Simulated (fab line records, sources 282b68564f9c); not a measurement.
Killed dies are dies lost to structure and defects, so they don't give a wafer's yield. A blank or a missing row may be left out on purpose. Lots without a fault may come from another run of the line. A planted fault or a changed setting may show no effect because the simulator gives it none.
Tool commonality check | flow rit_cmos | 14 lots, 42 wafers sampled

WHY IT WAS OPENED
At RIT_CONTACT_THK_MEAS_01 the reading CONTACT_TEOS_THK is flagged on 2 of 14 lots. Wafers without a fault read 398 nm, standard deviation 5.2.
Rule: a lot is flagged when every wafer of it that has a number lies more than 4 standard deviations from that mean, or none has a number. The other lots count as sound.

lot  | measured    | on            | CONTACT_TEOS_THK (nm), wafer by wafer | flag
L861 | day 3 05:28 | film_metro-03 | 392 406 402                           |
L862 | day 3 12:26 | film_metro-04 | 392 390 400                           |
L863 | day 3 18:06 | film_metro-03 | 393 395 397                           |
L864 | day 3 20:24 | film_metro-04 | 407 408 415                           |
L865 | day 4 01:04 | film_metro-04 | 399 396 409                           |
L868 | day 4 22:25 | film_metro-04 | 396 392 396                           |
L869 | day 5 04:19 | film_metro-01 | 396 402 401                           |
L871 | day 5 08:48 | film_metro-01 | 392 402 400                           |
L870 | day 5 08:52 | film_metro-01 | 790 802 813                           | FLAGGED
L873 | day 6 11:35 | film_metro-04 | 400 396 406                           |
L874 | day 6 20:20 | film_metro-01 | 789 795 799                           | FLAGGED
L882 | day 7 23:21 | film_metro-04 | 389 407 401                           |
L884 | day 8 03:05 | film_metro-04 | 393 400 399                           |
L883 | day 8 05:08 | film_metro-01 | 400 407 402                           |
The numbers of the flagged lots are 798 nm on average: +400 nm against the usual, or +77 standard deviations.

WHICH TOOL RAN EACH LOT
The record holds 1 process step before the reading, out of a route of 202 steps. In each cell: the tool, then ch and the chambers that the sampled wafers went through, then the start.
lot  | flag    | RIT_CONTACT_CVD_00
L861 |         | pecvd-03 ch 0,1,2, day 3 05:25
L862 |         | pecvd-01 ch 0,1,2, day 3 12:23
L863 |         | pecvd-04 ch 0,2, day 3 18:01
L864 |         | pecvd-03 ch 0,1,2, day 3 20:21
L865 |         | pecvd-01 ch 0,1,2, day 4 01:01
L868 |         | pecvd-04 ch 1,2, day 4 22:22
L869 |         | pecvd-01 ch 1,2, day 5 04:16
L871 |         | pecvd-04 ch 1,2, day 5 08:43
L870 | FLAGGED | pecvd-03 ch 0,1, day 5 08:31
L873 |         | pecvd-03 ch 0,1, day 6 11:32
L874 | FLAGGED | pecvd-04 ch 1,2, day 6 20:01
L882 |         | pecvd-03 ch 0,1, day 7 23:17
L884 |         | pecvd-04 ch 1,2, day 8 03:02
L883 |         | pecvd-01 ch 0,1,2, day 8 05:05
What these steps do:
- RIT_CONTACT_CVD_00: deposits SiO2 from TEOS, target thk 400 nm, time 61 s.
- RIT_CONTACT_THK_MEAS_01

FLAGGED OVER TOTAL, TOOL BY TOOL (the gauges that took the reading come last)
step                    | tool          | lots run | flagged | share of the flagged lots | sound lots run after its first flagged lot
RIT_CONTACT_CVD_00      | pecvd-01      | 4        | 0       | none                      | -
RIT_CONTACT_CVD_00      | pecvd-03      | 5        | 1       | some                      | 2 (L873,L882)
RIT_CONTACT_CVD_00      | pecvd-04      | 5        | 1       | some                      | 1 (L884)
RIT_CONTACT_THK_MEAS_01 | film_metro-01 | 5        | 2       | all                       | 1 (L883)
RIT_CONTACT_THK_MEAS_01 | film_metro-03 | 2        | 0       | none                      | -
RIT_CONTACT_THK_MEAS_01 | film_metro-04 | 7        | 0       | none                      | -

WHAT THE TABLE ALLOWS
1 row of the table ran every flagged lot: film_metro-01 at RIT_CONTACT_THK_MEAS_01.
- film_metro-01 at RIT_CONTACT_THK_MEAS_01: 2 of its 5 lots flagged. Sound lots ran on it after the first flagged one (L883), which a lasting fault on the whole tool wouldn't allow.
No row of the table ran every flagged lot and no sound lot after the first.

WHAT THE SIMULATOR HAD PUT IN
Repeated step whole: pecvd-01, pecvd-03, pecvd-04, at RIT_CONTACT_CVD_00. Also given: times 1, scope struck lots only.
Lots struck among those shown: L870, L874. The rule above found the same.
